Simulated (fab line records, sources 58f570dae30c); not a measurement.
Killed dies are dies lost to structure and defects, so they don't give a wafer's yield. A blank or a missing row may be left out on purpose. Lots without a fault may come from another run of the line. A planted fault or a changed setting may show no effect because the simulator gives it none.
Which tool did it? | flow berkeley_cmos170 | 13 lots, 39 wafers sampled, at 5 steps of a route of 331

WHAT THE GAUGES READ, wafer by wafer
UCB170_PSD_CD_MEAS_06: target cd 1200 nm.
lot  | measured     | on        | cd_nm (nm)
L439 | day 7 16:50  | cd_sem-01 | 1201.9 1200.4 1198.7
L438 | day 7 16:41  | cd_sem-01 | 1202.0 1197.8 1200.4
L444 | day 8 22:09  | cd_sem-01 | 1200.6 1200.4 1199.3
L441 | day 8 21:34  | cd_sem-01 | 1201.0 1202.6 1201.3
L442 | day 8 21:24  | cd_sem-01 | 1198.8 1198.5 1199.3
L443 | day 8 21:41  | cd_sem-01 | 1198.5 1198.5 1197.0
L445 | day 8 21:56  | cd_sem-01 | 1201.7 1200.3 1202.0
L440 | day 8 21:47  | cd_sem-01 | 1201.1 1200.5 1200.2
L448 | day 10 00:34 | cd_sem-01 | 1202.6 1202.2 1203.1
L449 | day 10 06:25 | cd_sem-01 | 1198.6 1198.0 1198.6
L454 | day 10 23:18 | cd_sem-01 | 1199.6 1199.8 1199.9
L455 | day 11 15:55 | cd_sem-02 | 1199.8 1199.9 1200.3
L460 | day 12 13:38 | cd_sem-02 | 1199.5 1200.7 1200.0

UCB170_V2_THK_MEAS_01.
lot  | measured     | on            | V2_TEOS_THK (nm)
L439 | day 8 15:16  | film_metro-03 | 1954 2000 2034
L438 | day 8 15:08  | film_metro-01 | 1986 1953 2010
L444 | day 9 22:14  | film_metro-03 | 1985 2014 1983
L441 | day 9 20:32  | film_metro-03 | 1998 2019 2013
L442 | day 9 17:53  | film_metro-04 | 1966 1994 2015
L443 | day 9 19:35  | film_metro-03 | 1993 2010 2056
L445 | day 9 20:53  | film_metro-03 | 1984 2014 2017
L440 | day 9 21:07  | film_metro-01 | 2027 1989 2016
L448 | day 10 20:44 | film_metro-01 | 2005 1978 2000
L449 | day 11 05:14 | film_metro-01 | 1976 2045 2025
L454 | day 11 20:40 | film_metro-01 | 2797 1990 1996
L455 | day 12 12:31 | film_metro-04 | 1930 1995 2022
L460 | day 13 11:34 | film_metro-01 | 1970 2060 2017

WHICH TOOL RAN EACH LOT (tool, then ch and the chambers of the sampled wafers, then the start)
lot  | UCB170_PLDD_STRIP_10                 | UCB170_M1_STRIP_13                   | UCB170_V2_CVD_00
L439 | plasma_asher-02 ch 0,1, day 7 07:02  | plasma_asher-01 ch 0,1, day 8 04:53  | pecvd-03 ch 0,2, day 8 15:06
L438 | plasma_asher-04 ch 0,1, day 7 07:22  | plasma_asher-04 ch 0,1, day 8 04:33  | pecvd-02 ch 0,1,2, day 8 14:59
L444 | plasma_asher-02 ch 0, day 8 10:57    | plasma_asher-03 ch 0,1, day 9 12:16  | pecvd-01 ch 0,1, day 9 22:04
L441 | plasma_asher-01 ch 0,1, day 8 11:06  | plasma_asher-03 ch 0,1, day 9 11:17  | pecvd-01 ch 1,2, day 9 20:21
L442 | plasma_asher-02 ch 0,1, day 8 11:19  | plasma_asher-01 ch 0,1, day 9 10:41  | pecvd-03 ch 1,2, day 9 17:44
L443 | plasma_asher-01 ch 0,1, day 8 11:28  | plasma_asher-04 ch 0,1, day 9 10:59  | pecvd-02 ch 0,1,2, day 9 19:25
L445 | plasma_asher-02 ch 0,1, day 8 11:40  | plasma_asher-01 ch 0, day 9 11:31    | pecvd-03 ch 0,1,2, day 9 20:43
L440 | plasma_asher-04 ch 0,1, day 8 11:47  | plasma_asher-04 ch 0,1, day 9 11:47  | pecvd-02 ch 0,1,2, day 9 20:57
L448 | plasma_asher-01 ch 0,1, day 9 12:10  | plasma_asher-04 ch 0,1, day 10 13:46 | pecvd-02 ch 0,2, day 10 20:34
L449 | plasma_asher-04 ch 0,1, day 9 20:49  | plasma_asher-04 ch 0,1, day 10 17:23 | pecvd-02 ch 0,2, day 11 05:00
L454 | plasma_asher-02 ch 0,1, day 10 12:25 | plasma_asher-03 ch 0,1, day 11 13:19 | pecvd-02 ch 1,2, day 11 20:25
L455 | plasma_asher-01 ch 1, day 11 04:24   | plasma_asher-04 ch 0, day 12 04:38   | pecvd-01 ch 0,1, day 12 12:21
L460 | plasma_asher-04 ch 0,1, day 12 05:23 | plasma_asher-04 ch 0,1, day 13 00:13 | pecvd-01 ch 1,2, day 13 11:25
- UCB170_PLDD_STRIP_10: strips in O2.
- UCB170_M1_STRIP_13: strips in O2.
- UCB170_V2_CVD_00: deposits SiO2 from TEOS/O2, target thk 2000 nm, time 250 s.

WHAT THE TOOLS THEMSELVES READ (means of the sampled wafers that have a number; where no wafer has one, the mark that the record gives instead)
UCB170_PLDD_STRIP_10.
lot  | tool            | drypump_motor_current_A (A) | oes_product_au (a.u.) | strip_time_to_endpoint_s (s)
L439 | plasma_asher-02 | 6.0                         | 0.734                 | 21.59
L438 | plasma_asher-04 | 5.4                         | 0.737                 | 21.73
L444 | plasma_asher-02 | 6.5                         | 0.730                 | 21.69
L441 | plasma_asher-01 | 5.2                         | 0.742                 | 21.65
L442 | plasma_asher-02 | 6.0                         | 0.731                 | 21.69
L443 | plasma_asher-01 | 5.2                         | 0.735                 | 21.69
L445 | plasma_asher-02 | 5.4                         | 0.735                 | 21.50
L440 | plasma_asher-04 | 5.4                         | 0.734                 | 21.74
L448 | plasma_asher-01 | 5.4                         | 0.736                 | 21.65
L449 | plasma_asher-04 | 5.4                         | 0.738                 | 21.70
L454 | plasma_asher-02 | 6.0                         | 0.736                 | 21.58
L455 | plasma_asher-01 | 5.1                         | 0.739                 | 21.57
L460 | plasma_asher-04 | 5.4                         | 0.732                 | 21.69

UCB170_M1_STRIP_13.
lot  | tool            | drypump_motor_current_A (A) | oes_product_au (a.u.)
L439 | plasma_asher-01 | 5.22                        | 0.720
L438 | plasma_asher-04 | 5.44                        | 0.722
L444 | plasma_asher-03 | 5.60                        | 0.721
L441 | plasma_asher-03 | 5.35                        | 0.720
L442 | plasma_asher-01 | 5.41                        | 0.718
L443 | plasma_asher-04 | 5.45                        | 0.720
L445 | plasma_asher-01 | 5.57                        | 0.723
L440 | plasma_asher-04 | 5.41                        | 0.716
L448 | plasma_asher-04 | 5.41                        | 0.713
L449 | plasma_asher-04 | 5.44                        | 0.720
L454 | plasma_asher-03 | 5.61                        | 0.724
L455 | plasma_asher-04 | 5.46                        | 0.723
L460 | plasma_asher-04 | 5.44                        | 0.718

UCB170_V2_CVD_00.
lot  | tool     | heater_power_w (W) | susceptor_temp_C (C)
L439 | pecvd-03 | 191                | 390.04
L438 | pecvd-02 | 249                | 390.03
L444 | pecvd-01 | 232                | 389.87
L441 | pecvd-01 | 327                | 390.07
L442 | pecvd-03 | 177                | 390.02
L443 | pecvd-02 | 234                | 390.00
L445 | pecvd-03 | 207                | 389.96
L440 | pecvd-02 | 256                | 390.11
L448 | pecvd-02 | 194                | 390.00
L449 | pecvd-02 | 228                | 389.96
L454 | pecvd-02 | 276                | 390.12
L455 | pecvd-01 | 238                | 390.35
L460 | pecvd-01 | 287                | 389.99

THE ANSWER, worked out from the rows above alone
Rule: what is usual is taken from the lots themselves. Put in order of their means at a reading, lots are off if they are a third of the lots or fewer, leave a main group of 4 or more, and stand apart from it by a gap of 3 or more times the standard deviation of the main group's means; of several such gaps the widest counts. A main group whose means are all the same, to the digits that the tables above print for the reading, isn't used. A lot without any number at a reading at which 4 lots or more have one is off too. The other lots that the step has rows for count as sound. The gauges are gone through in route order, then the tools' own readings, and for those a lot's mean is taken as printed above. The first step at which some lot is off is used, and at that step the reading that is off furthest; a lot without a number counts as furthest.
Off: L454, at UCB170_V2_THK_MEAS_01 (V2_TEOS_THK). The main group: mean 2001 nm, standard deviation 12.
A tool fits if, at a process step before that reading, it ran every lot that is off, and no sound lot after the first of them. The gauges at UCB170_V2_THK_MEAS_01 aren't tried: what is off there is off at UCB170_PLDD_STRIP_10 too, on other tools, and a gauge's error can't cause that. Can't be told from this: 3 tools fit, plasma_asher-02 at UCB170_PLDD_STRIP_10, plasma_asher-03 at UCB170_M1_STRIP_13, pecvd-02 at UCB170_V2_CVD_00.

WHAT THE SIMULATOR HAD PUT IN
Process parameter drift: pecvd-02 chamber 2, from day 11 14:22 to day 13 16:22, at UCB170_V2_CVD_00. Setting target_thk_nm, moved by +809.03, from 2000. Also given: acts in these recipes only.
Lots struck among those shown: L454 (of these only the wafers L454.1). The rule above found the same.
